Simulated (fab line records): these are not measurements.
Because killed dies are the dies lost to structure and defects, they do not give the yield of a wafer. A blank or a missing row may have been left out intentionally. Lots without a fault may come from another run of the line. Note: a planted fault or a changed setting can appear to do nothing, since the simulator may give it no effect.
Comparing a struck lot with a sound one | flow berkeley_cmos170 | 19 out of 331 route steps
Sound: the wafers L191.1, L191.3, L191.5. Struck: wafers L178.1, L178.2, L178.4. The cause comes at the end.
For every step that has rows: the tool of each side, followed by ch and its chambers, followed by its first start. Under that, the readings that differ: sound wafers | struck wafers | difference of the means | sigmas: that difference in standard deviations of wafers without a fault.
alike: readings with means less than 2 such deviations apart, plus words and numbers identical on both sides. not compared: withheld readings, readings lacking a value on some wafer, bounds such as >300 that could conceal the same value, and numbers that have no deviation in the record and whose values overlap.
The two part at a step that has a row with sigmas, a row that says differs or no value, or rows on one side only. Non-overlapping numbers with no deviation appear without sigmas and do not part them. A reading that every wafer of one side lacks parts them only if that side has two wafers or more.

first, 4 steps without rows for these wafers: UCB170_WELLDRIVE_WET_ETCH_04 (etches SiO2 in BOE, time 120 s); UCB170_ACTIVE_CLEAN_00 (cleans in SPM, time 600 s); UCB170_ACTIVE_CLEAN_01 (cleans in dHF, time 60 s); UCB170_ACTIVE_OXIDATION_02 (target thk 26.4 nm, ox time 1260 s).
UCB170_ACTIVE_THK_MEAS_03:
  sound on film_metro-03 at day 7 12:47; struck on film_metro-03 at day 4 20:00
  alike: ACTIVE_OXIDE_THK
then, 2 steps without rows for these wafers: UCB170_ACTIVE_ANNEAL_04 (time 900 s); UCB170_ACTIVE_CVD_05 (deposits Si3N4 from SiH2Cl2/NH3, target thk 220 nm, time 3300 s).
UCB170_ACTIVE_THK_MEAS_06:
  sound on film_metro-03 at day 7 21:02; struck on film_metro-03 at day 5 03:38
  alike: ACTIVE_NITRIDE_THK
then, 4 steps without rows for these wafers: UCB170_ACTIVE_HMDS_07 (prime time 60 s); UCB170_ACTIVE_COAT_08 (resist thk 910.5 nm); UCB170_ACTIVE_SOFTBAKE_09 (time 60 s); UCB170_ACTIVE_EXPOSE_10 (exposes mask ACTIVE, target cd 1200 nm).
UCB170_ACTIVE_PEB_11:
  sound on litho_track-04 ch 0, day 7 21:40; struck on litho_track-02 ch 0, day 5 04:48
then, 1 step without rows for these wafers: UCB170_ACTIVE_DEVELOP_12 (develop time 45 s).
UCB170_ACTIVE_CD_MEAS_13: the cd target is 1200 nm.
  sound on cd_sem-02 at day 7 21:56; struck on cd_sem-01 at day 5 05:33
  reading    | sound                | struck               | difference | sigmas
  cd_nm (nm) | 1198.3 1200.0 1199.3 | 1193.6 1194.1 1193.8 | -5.4       | -4
  not compared: hold
UCB170_ACTIVE_OVL_MEAS_14:
  sound on overlay-02 at day 7 22:04; struck on overlay-01 at day 5 11:13
  reading | sound | struck                                                                     | difference                   | sigmas
  hold    | - - - | await_dispo/5.5h/release await_dispo/5.5h/release await_dispo/5.5h/release | no value on the sound wafers |
  alike: ACTIVE_OVL
UCB170_ACTIVE_ETCH_15: etches Si3N4 in CH3F/Ar/O2, stops on SiO2, target depth 242 nm, time 151 s.
  sound on rie_diel-02 ch 0,1,3, day 7 22:06; struck on rie_diel-04 ch 0,1,3, day 5 11:14
  reading                 | sound          | struck         | difference | sigmas
  model.ACTIVE.cd_nm (nm) | 1199 1200 1199 | 1193 1194 1193 | -6         |
  alike: drypump_motor_current_A, mfc_ar_sccm, oes_product_au, throttle_valve_pct
  not compared: rf_hours_counter_h
UCB170_ACTIVE_STRIP_16: strips in O2.
  sound on plasma_asher-04 ch 0, day 7 22:12; struck on plasma_asher-02 ch 0,1, day 5 11:20
  reading                     | sound       | struck      | difference | sigmas
  drypump_motor_current_A (A) | 6.3 6.3 6.2 | 5.2 5.7 5.7 | -0.7       | -2
  alike: oes_product_au, strip_time_to_endpoint_s
  not compared: rf_hours_counter_h
next, for these wafers, 1 step has no rows: UCB170_M3_PROBE_99.

## WHERE THEY PART
Last at UCB170_ACTIVE_STRIP_16 as far as this record goes, first at UCB170_ACTIVE_CD_MEAS_13.

WHY: the cause the simulator had injected
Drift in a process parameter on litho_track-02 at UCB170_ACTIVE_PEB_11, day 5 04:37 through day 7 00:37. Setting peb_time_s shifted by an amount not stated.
